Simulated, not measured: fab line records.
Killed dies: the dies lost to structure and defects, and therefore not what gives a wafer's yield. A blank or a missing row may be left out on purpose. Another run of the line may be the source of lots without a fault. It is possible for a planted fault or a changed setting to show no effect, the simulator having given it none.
Which tool did it? -- flow rit cmos -- 14 lots, 42 wafers sampled, at 1 step of a route of 202

WHAT THE GAUGES READ, wafer by wafer
The record holds no reading of a measuring or inspecting step that can be judged against a usual standard deviation.

WHICH TOOL RAN EACH LOT (tool, then ch and the chambers of the sampled wafers, then the start)
lot,RIT_PWELL_PEB_04
L402,"litho track-03 ch 0, day 1 21:52"
L406,"litho track-02 ch 0, day 2 17:32"
L407,"litho track-01 ch 0, day 2 22:31"
L408,"litho track-03 ch 0, day 3 05:16"
L412,"litho track-02 ch 0, day 3 23:32"
L413,"litho track-02 ch 0, day 4 04:46"
L414,"litho track-01 ch 0, day 4 10:26"
L416,"litho track-02 ch 0, day 4 21:26"
L417,"litho track-03 ch 0, day 5 00:53"
L419,"litho track-03 ch 0, day 5 10:50"
L420,"litho track-03, day 5 16:43"
L421,"litho track-03, day 5 20:28"
L424,"litho track-02 ch 0, day 6 12:41"
L425,"litho track-01 ch 0, day 6 16:38"
- RIT_PWELL_PEB_04

AS READ BY THE TOOLS THEMSELVES (means over the sampled wafers that have a number; for cases with no such wafer, the mark the record gives instead)
RIT_PWELL_PEB_04. Usual: exhaust pa reads 44.8 Pa (standard deviation 0.8).
lot,tool,exhaust pa (Pa),flag
L402,litho track-03,45.1,
L406,litho track-02,44.4,
L407,litho track-01,44.7,
L408,litho track-03,43.9,
L412,litho track-02,44.2,
L413,litho track-02,44.9,
L414,litho track-01,45.9,
L416,litho track-02,46.2,
L417,litho track-03,44.9,
L419,litho track-03,45.0,
L420,litho track-03,-,OFF
L421,litho track-03,-,OFF
L424,litho track-02,43.6,
L425,litho track-01,44.7,

THE ANSWER, worked out from the rows above alone
Rule: a lot is off if the mean of its wafers that have a number lies more than 3 standard deviations from the usual mean. A lot without any number at a reading at which 4 lots or more have one is off too. Where the step has rows for the other lots, those lots are counted as sound. After the gauges, taken in route order, come the tools' own readings; for these a lot's mean is taken, as printed above. At the first step where some lot is off, the reading lying furthest off is the one used; lots without a number count as furthest.
Off, at RIT_PWELL_PEB_04 on exhaust pa: L420, L421. Without a number there: L420, L421.
A tool fits if, at that step or a process step before it, it ran every lot that is off, and no sound lot after the first of them. One fits: RIT_PWELL_PEB_04 on litho track-03. Its last sound lot is L419 (day 5 10:50), its first lot that is off L420 (day 5 16:43): a fault that began between those two fits.
Blank at RIT_PWELL_PEB_04 on the lots that are off, where sound lots have numbers: exhaust pa.

WHAT THE SIMULATOR HAD PUT IN
Step skipped in full: litho track-03, at RIT_PWELL_PEB_04, from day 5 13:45 onward. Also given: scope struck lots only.
Lots struck among those shown: L420, L421. This agrees with what the rule above found.
